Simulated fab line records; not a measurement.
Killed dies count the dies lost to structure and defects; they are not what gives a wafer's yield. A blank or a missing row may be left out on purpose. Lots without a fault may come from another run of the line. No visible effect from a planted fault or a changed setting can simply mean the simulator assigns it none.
Which tool did it? | flow berkeley_cmos170 | 24 lots with 72 wafers sampled at 4 steps, on a route of 331 steps

WHAT EACH GAUGE READ, for each wafer
UCB170_M1_OVL_MEAS_10.
lot  | measured     | on         | M1_OVL (nm)
L075 | day 7 07:14  | overlay-02 | -2 2 -2
L077 | day 7 08:35  | overlay-02 | 0 3 -2
L076 | day 7 08:53  | overlay-01 | 6 17 2
L074 | day 7 09:17  | overlay-02 | 0 -1 0
L078 | day 7 20:42  | overlay-02 | 1 0 1
L079 | day 8 04:31  | overlay-01 | -1 6 -1
L080 | day 8 04:55  | overlay-01 | 0 -8 5
L082 | day 8 21:23  | overlay-02 | -10 3 1
L081 | day 8 21:39  | overlay-01 | 2 3 15
L083 | day 9 00:40  | overlay-01 | -12 -5 -5
L084 | day 9 13:13  | overlay-01 | 4 -4 -1
L085 | day 9 14:53  | overlay-01 | 6 9 14
L086 | day 9 22:41  | overlay-01 | -1 8 0
L088 | day 9 23:33  | overlay-02 | 7 -2 -1
L087 | day 10 00:06 | overlay-02 | 3 0 6
L090 | day 10 17:50 | overlay-02 | 9 -1 -1
L089 | day 10 18:16 | overlay-01 | 2 -1 -2
L091 | day 10 18:30 | overlay-02 | -9 7 -9
L092 | day 11 00:40 | overlay-01 | 12 3 8
L093 | day 11 13:35 | overlay-02 | -3 -1 -2
L094 | day 11 18:36 | overlay-01 | -2 1 4
L095 | day 11 18:56 | overlay-01 | 1 -1 16
L096 | day 11 19:11 | overlay-02 | 10 10 4
L097 | day 12 02:50 | overlay-01 | 1 3 6

UCB170_V1_THK_MEAS_01.
lot  | measured     | on            | V1_TEOS_THK (nm)
L075 | day 7 12:40  | film_metro-02 | 1967 2011 2029
L077 | day 7 12:39  | film_metro-03 | 1997 1993 2011
L076 | day 7 12:40  | film_metro-04 | 1959 2007 2008
L074 | day 7 12:49  | film_metro-04 | 1996 2059 2014
L078 | day 8 03:28  | film_metro-03 | 2003 2029 2043
L079 | day 8 09:28  | film_metro-04 | 2003 2007 2021
L080 | day 8 09:28  | film_metro-02 | 2030 2035 2060
L082 | day 9 02:19  | film_metro-04 | 1984 2007 1988
L081 | day 9 02:20  | film_metro-02 | 1974 2028 2023
L083 | day 9 05:29  | film_metro-02 | 2002 2017 2028
L084 | day 9 18:08  | film_metro-03 | 1970 2027 2006
L085 | day 9 18:08  | film_metro-02 | 1993 1981 2033
L086 | day 10 04:30 | film_metro-03 | 1980 1991 2050
L088 | day 10 04:30 | film_metro-02 | 1980 2005 2001
L087 | day 10 04:30 | film_metro-04 | 2027 2034 2058
L090 | day 10 22:58 | film_metro-02 | 2022 2038 2014
L089 | day 10 22:59 | film_metro-03 | 1953 2003 2015
L091 | day 10 23:01 | film_metro-02 | 2012 2064 2049
L092 | day 11 04:21 | film_metro-03 | 1968 2028 2018
L093 | day 11 18:18 | film_metro-03 | 2010 2000 2031
L094 | day 11 23:20 | film_metro-02 | 1995 2021 2029
L095 | day 11 23:19 | film_metro-03 | 2033 2052 2053
L096 | day 11 23:24 | film_metro-02 | 1976 1982 1986
L097 | day 12 07:55 | film_metro-03 | 2008 2040 2050

UCB170_V1_THK_MEAS_04.
lot  | measured     | on            | V1_POLISHED_THK (nm)
L075 | day 7 13:08  | film_metro-03 | 999.9 998.6 999.6
L077 | day 7 13:08  | film_metro-02 | 1000.3 1000.9 999.2
L076 | day 7 13:27  | film_metro-02 | 999.2 1000.7 1001.8
L074 | day 7 13:26  | film_metro-03 | 1000.0 997.9 998.7
L078 | day 8 03:56  | film_metro-03 | 1000.6 1000.8 998.7
L079 | day 8 09:56  | film_metro-03 | 1000.0 998.1 1000.9
L080 | day 8 09:56  | film_metro-04 | 1000.7 1000.2 999.8
L082 | day 9 02:47  | film_metro-02 | 1000.0 1001.4 1000.0
L081 | day 9 02:49  | film_metro-04 | 998.3 999.4 1001.1
L083 | day 9 05:58  | film_metro-04 | 999.6 998.7 998.9
L084 | day 9 18:37  | film_metro-03 | 998.5 999.8 997.4
L085 | day 9 18:37  | film_metro-02 | 999.4 1000.1 999.7
L086 | day 10 04:59 | film_metro-03 | 999.7 1000.7 998.6
L088 | day 10 04:59 | film_metro-02 | 1001.9 1001.3 1002.4
L087 | day 10 05:17 | film_metro-04 | 1000.6 999.7 999.5
L090 | day 10 23:27 | film_metro-03 | 1002.1 998.8 999.9
L089 | day 10 23:28 | film_metro-02 | 1000.0 1001.6 1001.9
L091 | day 10 23:44 | film_metro-03 | 999.3 998.3 1000.9
L092 | day 11 04:50 | film_metro-03 | 1000.4 1000.8 1000.1
L093 | day 11 18:47 | film_metro-02 | 1001.1 1000.4 999.9
L094 | day 12 00:01 | film_metro-02 | 1001.1 999.9 1000.7
L095 | day 12 00:17 | film_metro-02 | 1000.5 1000.7 1000.8
L096 | day 12 00:37 | film_metro-03 | 999.3 1001.7 1000.3
L097 | day 12 08:24 | film_metro-04 | 1000.6 1000.6 999.2

UCB170_M2_CD_MEAS_15 targets a cd of 700 nm.
lot  | measured     | on        | cd_nm (nm)
L075 | day 7 20:39  | cd_sem-01 | 699.2 699.1 698.9
L077 | day 7 20:28  | cd_sem-01 | 702.4 701.6 702.0
L076 | day 7 21:11  | cd_sem-02 | 700.8 700.8 700.3
L074 | day 7 21:23  | cd_sem-02 | 702.3 701.6 701.3
L078 | day 8 07:47  | cd_sem-02 | 700.6 700.1 700.3
L079 | day 8 14:59  | cd_sem-01 | 703.1 701.3 701.4
L080 | day 8 15:07  | cd_sem-02 | 700.4 700.5 701.8
L082 | day 9 07:34  | cd_sem-02 | 697.7 698.5 699.2
L081 | day 9 07:19  | cd_sem-01 | 699.4 701.9 700.8
L083 | day 9 11:16  | cd_sem-02 | 699.2 700.4 700.1
L084 | day 9 22:41  | cd_sem-02 | 700.9 701.4 701.5
L085 | day 9 22:55  | cd_sem-01 | 699.6 699.2 699.6
L086 | day 10 08:40 | cd_sem-01 | 700.4 700.3 701.1
L088 | day 10 09:07 | cd_sem-02 | 699.1 698.0 697.0
L087 | day 10 09:23 | cd_sem-02 | 699.8 700.9 700.4
L090 | day 11 05:46 | cd_sem-02 | 697.3 697.5 698.5
L089 | day 11 05:59 | cd_sem-01 | 698.4 699.1 698.2
L091 | day 11 06:10 | cd_sem-02 | 698.7 698.8 699.6
L092 | day 11 10:58 | cd_sem-01 | 699.2 699.5 699.0
L093 | day 11 22:27 | cd_sem-01 | 700.2 699.2 699.3
L094 | day 12 04:08 | cd_sem-01 | 700.4 701.2 699.4
L095 | day 12 04:47 | cd_sem-02 | 700.4 703.0 699.2
L096 | day 12 05:05 | cd_sem-01 | 701.1 700.2 700.1
L097 | day 12 15:14 | cd_sem-02 | 700.4 699.2 699.8

TOOL THAT RAN EACH LOT (tool first, then ch and the chambers of the sampled wafers, then the start)
There is no process step in the record ahead of these readings.

WHAT THE TOOLS THEMSELVES READ (means of the sampled wafers that have a number; where no wafer has one, the mark that the record gives instead)
The record holds no such reading with a usual standard deviation.

THE ANSWER, worked out from the rows above alone
Rule: what is usual is taken from the lots themselves. Put in order of their means at a reading, lots are off if they are a third of the lots or fewer, leave a main group of 4 or more, and stand apart from it by a gap of 3 or more times the standard deviation of the main group's means; of several such gaps the widest counts. A main group whose means are all the same, to the digits that the tables above print for the reading, isn't used. A lot without any number at a reading at which 4 lots or more have one is off too. The other lots that the step has rows for count as sound. First the gauges in route order, then the tools' own readings, where a lot's mean is used as printed above. At the first step where some lot is off, the reading lying furthest off is the one used; lots without a number count as furthest.
Across all readings shown, no lot is off: no conclusion can be drawn from this.

WHAT THE SIMULATOR HAD INSERTED
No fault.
